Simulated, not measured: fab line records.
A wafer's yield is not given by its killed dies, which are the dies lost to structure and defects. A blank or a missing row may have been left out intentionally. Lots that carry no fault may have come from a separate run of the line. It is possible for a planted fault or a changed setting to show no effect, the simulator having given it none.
fab line records	flow berkeley-cmos170
record lots=14	wafers=42	last-day=12
route steps=331 shown NWELL@26 FIELD@96 NVT@112 SPACER@171
lots that met no fault: from a run of the same line without faults
start-h: start of the lot's first displayed wafer, in hours after the record's first day	wait-h: how many hours have passed since the lot's step before this one	" identical to the entry in the row above	L1.1+2: a single row standing in for several wafers	- no value, or no start was given	* or withheld: withheld	< > ~ a bound
route shown NAME@n: NAME is a module with steps in the file, n the number in the route of the first one	usual: the fault-free wafers' mean and standard deviation	same: alike in all rows	chamber/n: place in a boat	sites: per-site readings	_std_site: the values' standard deviation	_edge_site: mean of outer sites minus mean of inner sites	radius-mm: how far each site lies from the wafer's centre	mask NAME#n: copy n	behind: the most recent tool/chamber to have shaped the wafer	hold: why the lot was held/for how many hours/how that ended	device: whichever transistor did not switch (one of n, p or np)	end of line: tests run on the same wafers once the route is complete	a step without rows: its recipe alone	killed: dies that structure and defects cost at the first sort, which is not the same as the wafer's yield	map: per-die view of a wafer (x killed, . not killed, _ where there is no die)
set.NAME: the run value of the setting; set.NAME@STEP: its run value at that earlier step	model.NAME: the simulator's own value behind a step, which no gauge read
one table for each step of the route and one row for each wafer, over a sample of lots
services: when a tool's chamber went out of use (start-h, in hours from the record's first day, below 0 if earlier), for how many hours, and the reason
## steps
# step UCB170_NWELL_OVL_MEAS_12
# usual NWELL_OVL=-1/6.9
lot.wafer	tool	chamber	start-h	wait-h	NWELL_OVL[nm]
L105.1	overlay-02	-	30.54	-	-4
L105.3	"	-	"	"	-4
L105.5	"	-	"	"	-7
L108.1	overlay-02	-	48.96	-	11
L108.3	"	-	"	"	12
L108.5	"	-	"	"	12
L109.1	overlay-01	-	55.37	-	-10
L109.2	"	-	"	"	-15
L109.6	"	-	"	"	0
L110.1	overlay-01	-	60.38	-	-6
L110.5	"	-	"	"	-3
L110.6	"	-	"	"	1
L111.2	overlay-02	-	65.97	-	0
L111.5	"	-	"	"	-1
L111.6	"	-	"	"	6
L114.1	overlay-02	-	80.43	-	-9
L114.3	"	-	"	"	-12
L114.5	"	-	"	"	0
L115.1	overlay-02	-	80.67	-	4
L115.4	"	-	"	"	7
L115.6	"	-	"	"	10
L117.2	overlay-01	-	87.65	-	-4
L117.3	"	-	"	"	0
L117.5	"	-	"	"	3
L121.4	overlay-02	-	110.41	-	-12
L121.5	"	-	"	"	-11
L121.6	"	-	"	"	-13
L122.1	overlay-02	-	114.56	-	-2
L122.2	"	-	"	"	1
L122.4	"	-	"	"	2
L123.1	overlay-01	-	118.73	-	12
L123.3	"	-	"	"	4
L123.6	"	-	"	"	13
L124.2	overlay-02	-	127.42	-	5
L124.5	"	-	"	"	7
L124.6	"	-	"	"	-2
L125.2	overlay-02	-	130.10	-	-2
L125.4	"	-	"	"	0
L125.6	"	-	"	"	4
L128.3	overlay-01	-	143.52	-	-5
L128.4	"	-	"	"	-5
L128.5	"	-	"	"	-3
# step UCB170_FIELD_THK_MEAS_90
# recipe reads=SiO2_of_FIELD_OXIDATION_01
# usual FIELD_OXIDE_LEFT_1_THK=439/8.6
lot.wafer	tool	chamber	start-h	wait-h	FIELD_OXIDE_LEFT_1_THK[nm]
L105.1	film-metro-02	-	85.82	0.0	430
L105.3	"	-	"	"	442
L105.5	"	-	"	"	424
L108.1	film-metro-02	-	109.75	0.0	432
L108.3	"	-	"	"	427
L108.5	"	-	"	"	441
L109.1	film-metro-02	-	120.82	0.0	437
L109.2	"	-	"	"	441
L109.6	"	-	"	"	438
L110.1	film-metro-04	-	120.82	0.0	441
L110.5	"	-	"	"	430
L110.6	"	-	"	"	439
L111.2	film-metro-03	-	120.83	0.0	445
L111.5	"	-	"	"	444
L111.6	"	-	"	"	447
L114.1	film-metro-02	-	151.23	0.0	432
L114.3	"	-	"	"	439
L114.5	"	-	"	"	425
L115.1	film-metro-04	-	151.23	0.0	433
L115.4	"	-	"	"	427
L115.6	"	-	"	"	430
L117.2	film-metro-03	-	151.24	0.0	440
L117.3	"	-	"	"	440
L117.5	"	-	"	"	439
L121.4	film-metro-02	-	176.16	0.0	430
L121.5	"	-	"	"	438
L121.6	"	-	"	"	430
L122.1	film-metro-03	-	182.47	0.0	433
L122.2	"	-	"	"	426
L122.4	"	-	"	"	430
L123.1	film-metro-04	-	182.47	0.0	450
L123.3	"	-	"	"	432
L123.6	"	-	"	"	439
L124.2	film-metro-02	-	196.43	0.0	433
L124.5	"	-	"	"	436
L124.6	"	-	"	"	432
L125.2	film-metro-03	-	196.43	0.0	441
L125.4	"	-	"	"	443
L125.6	"	-	"	"	439
L128.3	film-metro-02	-	209.16	0.0	429
L128.4	"	-	"	"	436
L128.5	"	-	"	"	425
# step UCB170_NVT_STRIP_08
# recipe chemistry=O2	power-w=400	pressure-mtorr=3500	platen-temp-c=withheld	o2-flow-sccm=400	overash-fraction=0.5
# usual drypump-motor-current-A=5.6/0.5	oes-product-au=0.735/0.0047	strip-time-to-endpoint-s=21.64/0.055
lot.wafer	tool	chamber	start-h	wait-h	drypump-motor-current-A	oes-product-au	rf-hours-counter-h	strip-time-to-endpoint-s
L105.1	plasma-asher-03	0	99.97	0.1	6.1	0.732	37	21.60
L105.3	"	1	"	"	4.9	0.733	-	21.60
L105.5	"	0	"	"	6.1	0.741	-	21.61
L108.1	plasma-asher-02	1	125.91	0.1	6.1	0.728	33	21.57
L108.3	"	1	"	"	6.1	0.735	-	21.67
L108.5	"	0	"	"	6.0	0.734	-	21.61
L109.1	plasma-asher-01	1	133.74	0.1	5.6	0.737	47	21.64
L109.2	"	0	"	"	5.0	0.735	47	21.63
L109.6	"	0	"	"	5.0	0.727	-	21.64
L110.1	plasma-asher-02	0	134.02	0.1	6.1	0.734	35	21.70
L110.5	"	1	"	"	6.1	0.734	-	21.64
L110.6	"	0	"	"	6.0	0.737	-	21.63
L111.2	plasma-asher-01	0	134.07	0.2	5.0	0.748	48	21.62
L111.5	"	0	"	"	5.0	0.729	-	21.69
L111.6	"	1	"	"	5.6	0.728	-	21.70
L114.1	plasma-asher-01	0	169.45	0.1	5.0	0.740	51	21.64
L114.3	"	1	"	"	5.5	0.735	-	21.62
L114.5	"	0	"	"	5.0	0.735	-	21.67
L117.2	plasma-asher-03	0	169.46	0.1	6.1	0.730	3	21.60
L117.3	"	1	"	"	4.9	0.721	-	21.70
L117.5	"	1	"	"	4.9	0.730	-	21.69
L115.1	plasma-asher-01	0	169.71	0.1	5.0	0.731	52	21.57
L115.4	"	1	"	"	5.6	0.737	-	21.60
L115.6	"	0	"	"	5.0	0.732	-	21.59
L121.4	plasma-asher-03	0	192.75	0.1	6.1	0.739	-	21.54
L121.5	"	1	"	"	4.9	0.740	-	21.63
L121.6	"	0	"	"	6.1	0.737	-	21.64
L122.1	plasma-asher-03	0	198.25	0.1	6.1	0.737	6	21.64
L122.2	"	1	"	"	4.9	0.732	6	21.60
L122.4	"	1	"	"	4.9	0.740	-	21.65
L123.1	plasma-asher-02	1	198.50	0.1	6.1	0.733	41	21.63
L123.3	"	0	"	"	6.1	0.741	-	21.61
L123.6	"	0	"	"	6.0	0.733	-	21.57
L124.2	plasma-asher-02	0	211.86	0.1	6.1	0.728	42	21.81
L124.5	"	1	"	"	6.1	0.732	-	21.77
L124.6	"	0	"	"	6.0	0.734	-	21.81
L125.2	plasma-asher-03	0	212.13	0.1	6.1	0.736	8	21.53
L125.4	"	0	"	"	6.1	0.743	-	21.65
L125.6	"	1	"	"	4.9	0.726	-	21.65
L128.3	plasma-asher-01	1	221.87	0.1	5.5	0.733	-	21.62
L128.4	"	0	"	"	5.0	0.734	-	21.63
L128.5	"	0	"	"	5.0	0.732	-	21.70
# step UCB170_SPACER_CVD_00
# recipe material=SiO2	target-thk-nm=376	temp-c=390	precursor=TEOS/O2	time-s=47	rf-w=550	pressure-mtorr=9000
# usual heater-power-w=257/44
lot.wafer	tool	chamber	start-h	wait-h	heater-power-w	since-wet-clean-h
L105.1	pecvd-03	1	115.96	0.0	270	194
L105.3	"	2	"	"	332	194
L105.5	"	0	"	"	214	-
L108.1	pecvd-03	2	142.99	0.0	292	221
L108.3	"	1	"	"	262	221
L108.5	"	2	"	"	308	-
L109.1	pecvd-03	2	155.36	0.0	342	234
L109.2	"	0	"	"	239	234
L109.6	"	2	"	"	337	-
L109.1	pecvd-03	2	155.57	0.2	341	-
L109.2	"	0	"	"	242	-
L109.6	"	2	"	"	344	-
L110.1	pecvd-02	0	155.68	0.0	219	6
L110.5	"	2	"	"	237	-
L110.6	"	1	"	"	304	-
L111.2	pecvd-01	0	155.85	0.0	249	341
L111.5	"	1	"	"	287	-
L111.6	"	0	"	"	259	-
L114.1	pecvd-01	1	189.28	0.0	293	375
L114.3	"	2	"	"	237	375
L114.5	"	1	"	"	303	-
L114.1	pecvd-01	1	189.49	0.2	295	-
L114.3	"	2	"	"	235	-
L114.5	"	1	"	"	302	-
L115.1	pecvd-02	0	189.78	0.0	204	40
L115.4	"	2	"	"	196	-
L115.6	"	1	"	"	331	-
L117.2	pecvd-03	0	190.13	0.0	212	269
L117.3	"	2	"	"	296	269
L117.5	"	1	"	"	239	-
L121.4	pecvd-03	2	212.23	0.0	305	-
L121.5	"	1	"	"	236	-
L121.6	"	0	"	"	201	-
L122.1	pecvd-03	0	218.13	0.0	215	297
L122.2	"	2	"	"	278	297
L122.4	"	2	"	"	299	-
L123.1	pecvd-01	0	218.30	0.0	278	404
L123.3	"	1	"	"	306	404
L123.6	"	0	"	"	272	-
L124.2	pecvd-03	1	228.71	0.0	270	307
L124.5	"	0	"	"	162	-
L124.6	"	2	"	"	272	-
L125.2	pecvd-02	0	229.43	0.0	220	80
L125.4	"	0	"	"	223	-
L125.6	"	1	"	"	249	-
L128.3	pecvd-03	1	244.64	0.0	205	323
L128.4	"	2	"	"	336	-
L128.5	"	0	"	"	188	-
# step UCB170_SPACER_THK_MEAS_01
# recipe reads=SiO2_of_SPACER_CVD_00
# usual SPACER_TEOS_THK=376/5.4
lot.wafer	tool	chamber	start-h	wait-h	SPACER_TEOS_THK[nm]
L105.1	film-metro-04	-	116.00	0.0	372
L105.3	"	-	"	"	377
L105.5	"	-	"	"	379
L108.1	film-metro-04	-	143.03	0.0	374
L108.3	"	-	"	"	372
L108.5	"	-	"	"	381
L109.1	film-metro-01	-	155.62	0.0	756
L109.2	"	-	"	"	751
L109.6	"	-	"	"	762
L110.1	film-metro-04	-	155.73	0.0	367
L110.5	"	-	"	"	368
L110.6	"	-	"	"	366
L111.2	film-metro-03	-	155.90	0.0	375
L111.5	"	-	"	"	380
L111.6	"	-	"	"	380
L114.1	film-metro-01	-	189.70	0.2	743
L114.3	"	-	"	"	748
L114.5	"	-	"	"	751
L115.1	film-metro-04	-	189.82	0.0	371
L115.4	"	-	"	"	380
L115.6	"	-	"	"	378
L117.2	film-metro-03	-	190.18	0.0	369
L117.3	"	-	"	"	373
L117.5	"	-	"	"	381
L121.4	film-metro-01	-	212.32	0.1	382
L121.5	"	-	"	"	380
L121.6	"	-	"	"	376
L122.1	film-metro-03	-	218.17	0.0	371
L122.2	"	-	"	"	367
L122.4	"	-	"	"	373
L123.1	film-metro-04	-	218.34	0.0	376
L123.3	"	-	"	"	377
L123.6	"	-	"	"	386
L124.2	film-metro-04	-	228.76	0.0	371
L124.5	"	-	"	"	369
L124.6	"	-	"	"	376
L125.2	film-metro-04	-	229.49	0.0	376
L125.4	"	-	"	"	383
L125.6	"	-	"	"	375
L128.3	film-metro-03	-	244.70	0.0	378
L128.4	"	-	"	"	376
L128.5	"	-	"	"	377
# step UCB170_SPACER_ETCHBACK_03
# recipe stop-on=Si	target=SiO2	chemistry=CHF3/CF4/Ar	CHF3_flow_sccm=50	cf4-flow-sccm=10	Ar_flow_sccm=120	pressure-mtorr=200	rf-w=500	target-depth-a=3760	time-s=100
# usual drypump-motor-current-A=5.8/0.42	oes-product-au=0.900/0.015	throttle-valve-pct=6.41/0.1
lot.wafer	tool	chamber	start-h	wait-h	drypump-motor-current-A	oes-product-au	rf-hours-counter-h	throttle-valve-pct
L105.1	rie-diel-04	0	120.25	0.1	6.3	0.895	13	6.46
L105.3	"	2	"	"	6.0	0.909	19	6.34
L105.5	"	0	"	"	6.3	0.905	-	6.45
L108.1	rie-diel-03	0	148.18	0.0	5.5	0.900	32	6.58
L108.3	"	3	"	"	5.2	0.895	130	6.41
L108.5	"	3	"	"	5.2	0.912	-	6.43
L109.1	rie-diel-01	1	160.88	0.0	5.4	1.011	143	6.49
L109.2	"	3	"	"	5.5	0.998	1	6.32
L109.6	"	0	"	"	5.7	1.002	-	6.48
L110.1	rie-diel-03	1	160.88	0.0	5.5	0.863	6	6.59
L110.5	"	0	"	"	5.5	0.890	-	6.58
L110.6	"	3	"	"	5.3	0.890	-	6.42
L111.2	rie-diel-04	1	160.88	0.0	5.6	0.900	5	6.36
L111.5	"	0	"	"	6.3	0.900	-	6.46
L111.6	"	3	"	"	5.7	0.907	-	6.30
L114.1	rie-diel-04	0	194.18	0.0	6.3	0.989	16	6.46
L114.3	"	2	"	"	6.0	1.007	22	6.31
L114.5	"	0	"	"	6.3	0.986	-	6.46
L115.1	rie-diel-03	1	194.18	0.0	5.5	0.874	7	6.58
L115.4	"	0	"	"	5.5	0.904	33	6.58
L115.6	"	2	"	"	6.0	0.886	-	6.28
L117.2	rie-diel-01	3	194.18	0.0	5.4	0.889	3	6.31
L117.3	"	2	"	"	6.6	0.898	97	6.38
L117.5	"	2	"	"	6.6	0.912	-	6.38
L121.4	rie-diel-01	2	215.82	0.0	6.7	0.918	-	6.39
L121.5	"	2	"	"	6.6	0.915	-	6.40
L121.6	"	3	"	"	5.4	0.898	-	6.31
L122.1	rie-diel-03	0	222.78	0.0	5.5	0.895	34	6.58
L122.2	"	3	"	"	5.2	0.882	132	6.42
L122.4	"	1	"	"	5.5	0.874	8	6.59
L123.1	rie-diel-01	2	222.78	0.0	6.7	0.912	100	6.37
L123.3	"	3	"	"	5.5	0.910	5	6.31
L123.6	"	2	"	"	6.6	0.922	-	6.39
L124.2	rie-diel-03	2	234.19	0.0	6.0	0.868	107	6.27
L124.5	"	3	"	"	5.3	0.892	-	6.42
L124.6	"	1	"	"	5.5	0.881	-	6.60
L125.2	rie-diel-04	2	234.19	0.0	6.0	0.912	25	6.33
L125.4	"	0	"	"	6.3	0.908	19	6.46
L125.6	"	2	"	"	6.0	0.905	-	6.31
L128.3	rie-diel-04	2	248.15	0.0	6.0	0.905	25	6.34
L128.4	"	1	"	"	5.6	0.905	7	6.37
L128.5	"	1	"	"	5.6	0.904	-	6.36
## services
tool	chamber	start-h	hours	kind
pecvd-01	-	83.49	1.0	repair
rie-diel-01	2	87.16	1.3	repair
rie-diel-03	3	98.54	13.0	repair
pecvd-01	-	105.23	2.8	pm
rie-diel-01	-	108.16	14.6	pm
plasma-asher-03	-	108.75	9.0	pm
plasma-asher-03	-	126.91	15.6	pm
pecvd-01	-	132.89	4.5	repair
rie-diel-04	-	133.30	1.1	repair
pecvd-03	-	135.67	0.4	repair
pecvd-01	-	148.97	1.5	repair
plasma-asher-02	-	157.02	1.9	repair
plasma-asher-02	-	157.98	4.2	repair
rie-diel-04	2	159.62	23.3	repair
rie-diel-03	0	162.65	1.4	repair
pecvd-03	-	163.66	2.8	pm
pecvd-03	-	166.94	0.9	repair
rie-diel-01	2	169.10	12.9	repair
rie-diel-04	1	172.90	39.9	repair
pecvd-01	2	190.78	13.8	repair
pecvd-01	0	191.52	2.4	repair
pecvd-03	-	197.86	0.8	repair
rie-diel-03	-	218.63	4.0	pm
rie-diel-03	0	233.42	36.3	repair
## key
first-sign step=UCB170_SPACER_CVD_00	reading=visit	direction=added
effect step=UCB170_SPACER_THK_MEAS_01	reading=SPACER_TEOS_THK	direction=up	sigmas=70	usual=376	struck=752
effect step=UCB170_SPACER_ETCHBACK_03	reading=oes-product-au	direction=up	sigmas=6.7	usual=0.900	struck=0.999
met-at UCB170_SPACER_CVD_00
struck-lots L109,L114
later-rows-left-out L109.1,L109.2,L109.6,L114.1,L114.3,L114.5
sort-left-out L109.1,L109.2,L109.6,L114.1,L114.3,L114.5
tester-left-out L109,L114
not-acting-at UCB170_NWELL_OVL_MEAS_12,UCB170_FIELD_THK_MEAS_90,UCB170_NVT_STRIP_08
fault kind=repeated-step-whole	tool=pecvd-01,pecvd-02,pecvd-03	chamber=-	onset-h=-	steps=UCB170_SPACER_CVD_00	times=1	scope=struck-lots-only
# tester-left-out: of these lots the tester's yield and bins aren't shown, on N5 and GAA mostly nor the transistor test; their killed dies are dies lost to structure and defects alone, not to doping, threshold or leakage, so they don't give the yield
# sort-left-out: the simulated sort isn't trusted on such a fault, so these wafers' sort isn't shown, and their yield isn't known
# later-rows-left-out: the simulator's readings of these wafers behind a module that went badly wrong aren't trusted and aren't shown, but for the sort
